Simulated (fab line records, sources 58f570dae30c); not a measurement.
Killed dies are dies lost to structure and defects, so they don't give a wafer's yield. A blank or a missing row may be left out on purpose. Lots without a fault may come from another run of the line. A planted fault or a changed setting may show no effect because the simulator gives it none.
Which tool did it? | flow berkeley_cmos170 | 14 lots, 42 wafers sampled, at 1 step of a route of 331

WHAT THE GAUGES READ, wafer by wafer
UCB170_GATE_CD_MEAS_12: target cd 350 nm.
lot  | measured     | on        | cd_nm (nm)
L759 | day 7 12:04  | cd_sem-01 | 352.6 351.0 351.2
L760 | day 7 23:28  | cd_sem-01 | 350.9 349.9 351.0
L764 | day 8 08:00  | cd_sem-02 | 351.3 351.7 351.1
L763 | day 8 08:25  | cd_sem-02 | 349.7 350.8 348.9
L768 | day 9 07:36  | cd_sem-02 | 349.9 351.1 349.3
L766 | day 9 07:54  | cd_sem-02 | 349.9 350.9 352.0
L767 | day 9 08:16  | cd_sem-02 | 350.3 349.8 350.4
L769 | day 9 09:06  | cd_sem-02 | 350.3 352.2 353.1
L772 | day 10 00:48 | cd_sem-02 | 347.1 348.6 347.3
L776 | day 10 11:44 | cd_sem-01 | 350.0 351.0 349.5
L773 | day 10 12:13 | cd_sem-02 | 351.9 352.1 352.5
L778 | day 11 02:31 | cd_sem-02 | 347.3 347.3 348.8
L777 | day 11 02:56 | cd_sem-01 | 352.0 352.6 351.4
L780 | day 11 15:43 | cd_sem-02 | 351.3 350.7 351.5

WHICH TOOL RAN EACH LOT (tool, then ch and the chambers of the sampled wafers, then the start)
The record holds no process step before these readings.

WHAT THE TOOLS THEMSELVES READ (means of the sampled wafers that have a number; where no wafer has one, the mark that the record gives instead)
The record holds no such reading with a usual standard deviation.

THE ANSWER, worked out from the rows above alone
Rule: what is usual is taken from the lots themselves. Put in order of their means at a reading, lots are off if they are a third of the lots or fewer, leave a main group of 4 or more, and stand apart from it by a gap of 3 or more times the standard deviation of the main group's means; of several such gaps the widest counts. A main group whose means are all the same, to the digits that the tables above print for the reading, isn't used. A lot without any number at a reading at which 4 lots or more have one is off too. The other lots that the step has rows for count as sound. The gauges are gone through in route order, then the tools' own readings, and for those a lot's mean is taken as printed above. The first step at which some lot is off is used, and at that step the reading that is off furthest; a lot without a number counts as furthest.
No lot is off at any reading shown: from this, nothing can be told.

WHAT THE SIMULATOR HAD PUT IN
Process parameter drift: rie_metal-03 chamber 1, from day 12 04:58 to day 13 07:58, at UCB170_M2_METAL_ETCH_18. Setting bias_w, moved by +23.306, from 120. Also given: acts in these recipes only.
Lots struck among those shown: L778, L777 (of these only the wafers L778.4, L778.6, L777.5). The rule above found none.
